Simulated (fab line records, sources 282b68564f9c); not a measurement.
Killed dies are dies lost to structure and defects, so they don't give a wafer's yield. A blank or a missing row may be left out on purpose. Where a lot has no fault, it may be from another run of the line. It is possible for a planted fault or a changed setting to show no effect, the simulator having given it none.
What tool caused it? / flow rit-cmos / 15 lots with 45 wafers sampled at 6 steps, on a route of 202 steps

== WHAT THE GAUGES SHOWED, per wafer ==
RIT_NWELL_OVL_MEAS_06. Usual: for NWELL_OVL the level is 0.6 nm and the standard deviation is 1.3.
lot=L244; measured=day 2 03:21; on=overlay-01; NWELL_OVL (nm)=-0.4 -0.9 0.3; flag=
lot=L248; measured=day 2 22:10; on=overlay-02; NWELL_OVL (nm)=0.6 1.8 0.2; flag=
lot=L250; measured=day 3 07:41; on=overlay-01; NWELL_OVL (nm)=2.0 2.8 -0.2; flag=
lot=L251; measured=day 3 15:00; on=overlay-02; NWELL_OVL (nm)=2.7 3.3 0.8; flag=
lot=L253; measured=day 4 00:21; on=overlay-02; NWELL_OVL (nm)=1.1 0.3 2.0; flag=
lot=L254; measured=day 4 05:05; on=overlay-02; NWELL_OVL (nm)=2.2 1.6 2.7; flag=
lot=L255; measured=day 4 11:26; on=overlay-02; NWELL_OVL (nm)=2.0 2.9 2.0; flag=
lot=L256; measured=day 4 15:15; on=overlay-02; NWELL_OVL (nm)=1.6 1.1 1.2; flag=
lot=L257; measured=day 4 18:59; on=overlay-01; NWELL_OVL (nm)=- - -; flag=OFF
lot=L258; measured=day 5 01:48; on=overlay-02; NWELL_OVL (nm)=- - -; flag=OFF
lot=L259; measured=day 5 06:26; on=overlay-01; NWELL_OVL (nm)=- - -; flag=OFF
lot=L262; measured=day 5 21:45; on=overlay-02; NWELL_OVL (nm)=-0.9 -0.3 0.9; flag=
lot=L263; measured=day 6 02:19; on=overlay-01; NWELL_OVL (nm)=-0.4 0.0 -0.7; flag=
lot=L265; measured=day 6 14:11; on=overlay-02; NWELL_OVL (nm)=-0.4 -0.1 1.8; flag=
lot=L266; measured=day 6 17:09; on=overlay-01; NWELL_OVL (nm)=-0.7 -1.8 -0.6; flag=

RIT_PWELL_TW_MEAS_10. Usual: for PWELL_TW the level is 947 and the standard deviation is 7.3.
lot=L244; measured=day 2 05:32; on=film-metro-01; PWELL_TW=947 947 946; flag=
lot=L248; measured=day 3 05:51; on=film-metro-01; PWELL_TW=941 935 942; flag=
lot=L250; measured=day 3 09:52; on=film-metro-03; PWELL_TW=956 953 955; flag=
lot=L251; measured=day 3 17:13; on=film-metro-03; PWELL_TW=951 948 955; flag=
lot=L253; measured=day 4 02:39; on=film-metro-03; PWELL_TW=954 951 956; flag=
lot=L254; measured=day 4 07:25; on=film-metro-01; PWELL_TW=951 946 950; flag=
lot=L255; measured=day 4 13:35; on=film-metro-03; PWELL_TW=950 952 952; flag=
lot=L256; measured=day 4 17:25; on=film-metro-01; PWELL_TW=951 955 946; flag=
lot=L257; measured=day 4 21:17; on=film-metro-03; PWELL_TW=2211 2196 2189; flag=OFF
lot=L258; measured=day 5 04:01; on=film-metro-02; PWELL_TW=2158 2168 2141; flag=OFF
lot=L259; measured=day 5 08:45; on=film-metro-01; PWELL_TW=2189 2179 2194; flag=OFF
lot=L262; measured=day 6 00:02; on=film-metro-01; PWELL_TW=958 953 958; flag=
lot=L263; measured=day 6 04:29; on=film-metro-03; PWELL_TW=950 956 950; flag=
lot=L265; measured=day 6 16:21; on=film-metro-02; PWELL_TW=942 937 939; flag=
lot=L266; measured=day 6 19:19; on=film-metro-03; PWELL_TW=946 943 949; flag=

RIT_PSD_OVL_MEAS_06. Usual: for PSD_OVL the level is -0.7 nm and the standard deviation is 1.2.
lot=L244; measured=day 3 12:47; on=overlay-01; PSD_OVL (nm)=-2.0 -1.9 -2.0; flag=
lot=L248; measured=day 4 08:42; on=overlay-02; PSD_OVL (nm)=-1.0 -1.4 -0.9; flag=
lot=L250; measured=day 4 15:03; on=overlay-02; PSD_OVL (nm)=-0.1 -0.2 -1.0; flag=
lot=L251; measured=day 4 22:26; on=overlay-02; PSD_OVL (nm)=-1.2 0.0 -0.2; flag=
lot=L253; measured=day 5 05:02; on=overlay-02; PSD_OVL (nm)=-0.9 -3.4 -2.2; flag=
lot=L254; measured=day 5 12:23; on=overlay-02; PSD_OVL (nm)=-2.0 -1.1 -0.2; flag=
lot=L255; measured=day 5 17:02; on=overlay-02; PSD_OVL (nm)=-1.7 -1.8 -1.5; flag=
lot=L256; measured=day 5 19:33; on=overlay-01; PSD_OVL (nm)=-2.5 -2.5 -2.7; flag=
lot=L257; measured=day 5 23:15; on=overlay-02; PSD_OVL (nm)=-1.3 0.8 -1.4; flag=
lot=L258; measured=day 6 09:29; on=overlay-02; PSD_OVL (nm)=-0.7 -1.6 0.7; flag=
lot=L259; measured=day 6 13:10; on=overlay-02; PSD_OVL (nm)=1.3 -0.7 0.5; flag=
lot=L262; measured=day 7 03:01; on=overlay-01; PSD_OVL (nm)=-2.1 -2.5 -1.2; flag=
lot=L263; measured=day 7 10:31; on=overlay-01; PSD_OVL (nm)=-0.2 -0.2 -0.7; flag=
lot=L265; measured=day 7 22:32; on=overlay-02; PSD_OVL (nm)=-0.8 -1.2 1.7; flag=
lot=L266; measured=day 8 00:52; on=overlay-02; PSD_OVL (nm)=-1.6 0.0 0.7; flag=

RIT_PSD_TW_MEAS_10. Usual: for PSD_TW the level is 3430 and the standard deviation is 41.
lot=L244; measured=day 3 13:18; on=film-metro-01; PSD_TW=3374 3395 3380; flag=
lot=L248; measured=day 4 09:13; on=film-metro-04; PSD_TW=3462 3448 3446; flag=
lot=L250; measured=day 4 15:34; on=film-metro-04; PSD_TW=3487 3454 3473; flag=
lot=L251; measured=day 4 22:57; on=film-metro-01; PSD_TW=3416 3449 3406; flag=
lot=L253; measured=day 5 05:32; on=film-metro-01; PSD_TW=3433 3427 3441; flag=
lot=L254; measured=day 5 12:54; on=film-metro-01; PSD_TW=3454 3464 3459; flag=
lot=L255; measured=day 5 17:32; on=film-metro-02; PSD_TW=3382 3365 3385; flag=
lot=L256; measured=day 5 20:04; on=film-metro-01; PSD_TW=3454 3419 3441; flag=
lot=L257; measured=day 5 23:46; on=film-metro-04; PSD_TW=3456 3464 3470; flag=
lot=L258; measured=day 6 10:00; on=film-metro-04; PSD_TW=3510 3491 3505; flag=
lot=L259; measured=day 6 13:40; on=film-metro-01; PSD_TW=3438 3454 3450; flag=
lot=L262; measured=day 7 03:32; on=film-metro-04; PSD_TW=3486 3480 3485; flag=
lot=L263; measured=day 7 11:01; on=film-metro-02; PSD_TW=3380 3384 3398; flag=
lot=L265; measured=day 7 23:02; on=film-metro-01; PSD_TW=3419 3401 3402; flag=
lot=L266; measured=day 8 01:22; on=film-metro-04; PSD_TW=3459 3465 3459; flag=

== WHAT TOOL EACH LOT RAN ON (gives the tool, then ch and the chambers of the sampled wafers, and finally the start) ==
lot=L244; RIT_NWELL_COAT_01=litho-track-02 ch 0, day 2 02:23; RIT_NSD_STRIP_09=plasma-asher-01 ch 0,1, day 3 11:41
lot=L248; RIT_NWELL_COAT_01=litho-track-02 ch 0, day 2 21:19; RIT_NSD_STRIP_09=plasma-asher-01 ch 0,1, day 4 07:29
lot=L250; RIT_NWELL_COAT_01=litho-track-03 ch 0, day 3 06:53; RIT_NSD_STRIP_09=plasma-asher-04 ch 0,1, day 4 13:28
lot=L251; RIT_NWELL_COAT_01=litho-track-04 ch 0, day 3 14:19; RIT_NSD_STRIP_09=plasma-asher-04 ch 0,1, day 4 21:16
lot=L253; RIT_NWELL_COAT_01=litho-track-03 ch 0, day 3 23:37; RIT_NSD_STRIP_09=plasma-asher-01 ch 0,1, day 5 03:49
lot=L254; RIT_NWELL_COAT_01=litho-track-04 ch 0, day 4 04:22; RIT_NSD_STRIP_09=plasma-asher-03 ch 0,1, day 5 11:07
lot=L255; RIT_NWELL_COAT_01=litho-track-03 ch 0, day 4 10:30; RIT_NSD_STRIP_09=plasma-asher-01 ch 0,1, day 5 15:41
lot=L256; RIT_NWELL_COAT_01=litho-track-04 ch 0, day 4 14:26; RIT_NSD_STRIP_09=plasma-asher-04 ch 0,1, day 5 18:23
lot=L257; RIT_NWELL_COAT_01=litho-track-04, day 4 18:17; RIT_NSD_STRIP_09=plasma-asher-03 ch 0,1, day 5 22:05
lot=L258; RIT_NWELL_COAT_01=litho-track-03, day 5 00:52; RIT_NSD_STRIP_09=plasma-asher-03 ch 0,1, day 6 08:27
lot=L259; RIT_NWELL_COAT_01=litho-track-04, day 5 05:35; RIT_NSD_STRIP_09=plasma-asher-04 ch 1, day 6 12:04
lot=L262; RIT_NWELL_COAT_01=litho-track-03 ch 0, day 5 21:04; RIT_NSD_STRIP_09=plasma-asher-01 ch 0,1, day 7 01:44
lot=L263; RIT_NWELL_COAT_01=litho-track-04 ch 0, day 6 01:35; RIT_NSD_STRIP_09=plasma-asher-01 ch 0, day 7 09:25
lot=L265; RIT_NWELL_COAT_01=litho-track-04 ch 0, day 6 13:20; RIT_NSD_STRIP_09=plasma-asher-03 ch 0,1, day 7 21:01
lot=L266; RIT_NWELL_COAT_01=litho-track-04 ch 0, day 6 16:25; RIT_NSD_STRIP_09=plasma-asher-01 ch 0,1, day 7 23:38
- RIT_NWELL_COAT_01: resist thk 1300 nm.
- RIT_NSD_STRIP_09: strips in O2, time 180 s.

== AS READ BY THE TOOLS THEMSELVES (means over the sampled wafers that have a number; for cases with no such wafer, the mark the record gives instead) ==
RIT_NWELL_COAT_01. Usual: chill-plate-temp-C 22.98 C, standard deviation 0.098; dispense-pressure-kPa 51 kPa, standard deviation 4.5; resist-line-temp-C 22.99 C, standard deviation 0.1.
lot=L244; tool=litho-track-02; chill-plate-temp-C (C)=22.89; dispense-pressure-kPa (kPa)=56; resist-line-temp-C (C)=22.99; flag=
lot=L248; tool=litho-track-02; chill-plate-temp-C (C)=23.12; dispense-pressure-kPa (kPa)=56; resist-line-temp-C (C)=22.87; flag=
lot=L250; tool=litho-track-03; chill-plate-temp-C (C)=23.09; dispense-pressure-kPa (kPa)=45; resist-line-temp-C (C)=22.97; flag=
lot=L251; tool=litho-track-04; chill-plate-temp-C (C)=23.12; dispense-pressure-kPa (kPa)=53; resist-line-temp-C (C)=23.03; flag=
lot=L253; tool=litho-track-03; chill-plate-temp-C (C)=23.04; dispense-pressure-kPa (kPa)=45; resist-line-temp-C (C)=22.98; flag=
lot=L254; tool=litho-track-04; chill-plate-temp-C (C)=22.97; dispense-pressure-kPa (kPa)=53; resist-line-temp-C (C)=22.98; flag=
lot=L255; tool=litho-track-03; chill-plate-temp-C (C)=23.03; dispense-pressure-kPa (kPa)=45; resist-line-temp-C (C)=22.98; flag=
lot=L256; tool=litho-track-04; chill-plate-temp-C (C)=22.90; dispense-pressure-kPa (kPa)=53; resist-line-temp-C (C)=23.03; flag=
lot=L257; tool=litho-track-04; chill-plate-temp-C (C)=-; dispense-pressure-kPa (kPa)=-; resist-line-temp-C (C)=-; flag=OFF
lot=L258; tool=litho-track-03; chill-plate-temp-C (C)=-; dispense-pressure-kPa (kPa)=-; resist-line-temp-C (C)=-; flag=OFF
lot=L259; tool=litho-track-04; chill-plate-temp-C (C)=-; dispense-pressure-kPa (kPa)=-; resist-line-temp-C (C)=-; flag=OFF
lot=L262; tool=litho-track-03; chill-plate-temp-C (C)=22.88; dispense-pressure-kPa (kPa)=45; resist-line-temp-C (C)=22.88; flag=
lot=L263; tool=litho-track-04; chill-plate-temp-C (C)=23.04; dispense-pressure-kPa (kPa)=53; resist-line-temp-C (C)=22.87; flag=
lot=L265; tool=litho-track-04; chill-plate-temp-C (C)=23.01; dispense-pressure-kPa (kPa)=53; resist-line-temp-C (C)=23.05; flag=
lot=L266; tool=litho-track-04; chill-plate-temp-C (C)=22.98; dispense-pressure-kPa (kPa)=53; resist-line-temp-C (C)=23.06; flag=

RIT_NSD_STRIP_09. Usual: 5.7 A for drypump-motor-current-A, sd 0.32.
lot=L244; tool=plasma-asher-01; drypump-motor-current-A (A)=6.0; flag=
lot=L248; tool=plasma-asher-01; drypump-motor-current-A (A)=6.0; flag=
lot=L250; tool=plasma-asher-04; drypump-motor-current-A (A)=5.7; flag=
lot=L251; tool=plasma-asher-04; drypump-motor-current-A (A)=5.6; flag=
lot=L253; tool=plasma-asher-01; drypump-motor-current-A (A)=5.7; flag=
lot=L254; tool=plasma-asher-03; drypump-motor-current-A (A)=5.3; flag=
lot=L255; tool=plasma-asher-01; drypump-motor-current-A (A)=6.0; flag=
lot=L256; tool=plasma-asher-04; drypump-motor-current-A (A)=5.7; flag=
lot=L257; tool=plasma-asher-03; drypump-motor-current-A (A)=5.3; flag=
lot=L258; tool=plasma-asher-03; drypump-motor-current-A (A)=5.3; flag=
lot=L259; tool=plasma-asher-04; drypump-motor-current-A (A)=5.8; flag=
lot=L262; tool=plasma-asher-01; drypump-motor-current-A (A)=6.0; flag=
lot=L263; tool=plasma-asher-01; drypump-motor-current-A (A)=6.3; flag=
lot=L265; tool=plasma-asher-03; drypump-motor-current-A (A)=5.3; flag=
lot=L266; tool=plasma-asher-01; drypump-motor-current-A (A)=6.0; flag=

== THE ANSWER, worked out from the rows above alone ==
Rule: take the mean of a lot's wafers that have a number; if it is more than 3 standard deviations from the usual mean, the lot is off. A lot without any number at a reading at which 4 lots or more have one is off too. The other lots that the step has rows for count as sound. Order of review: gauges by route order, followed by the tools' own readings, for which a lot's mean as printed above is used. The first step at which some lot is off is used, and at that step the reading that is off furthest; a lot without a number counts as furthest.
Off: L257, L258, L259, at RIT_NWELL_OVL_MEAS_06 (NWELL_OVL). Without a number there: L257, L258, L259.
A tool fits if, at a process step before that reading, it ran every lot that is off, and no sound lot after the first of them. Not tried: the gauges at RIT_NWELL_OVL_MEAS_06; whatever is off there is also off at RIT_PWELL_TW_MEAS_10, on other tools, and gauge error can't account for it. None of those tried fits.

== WHAT THE SIMULATOR PUT IN ==
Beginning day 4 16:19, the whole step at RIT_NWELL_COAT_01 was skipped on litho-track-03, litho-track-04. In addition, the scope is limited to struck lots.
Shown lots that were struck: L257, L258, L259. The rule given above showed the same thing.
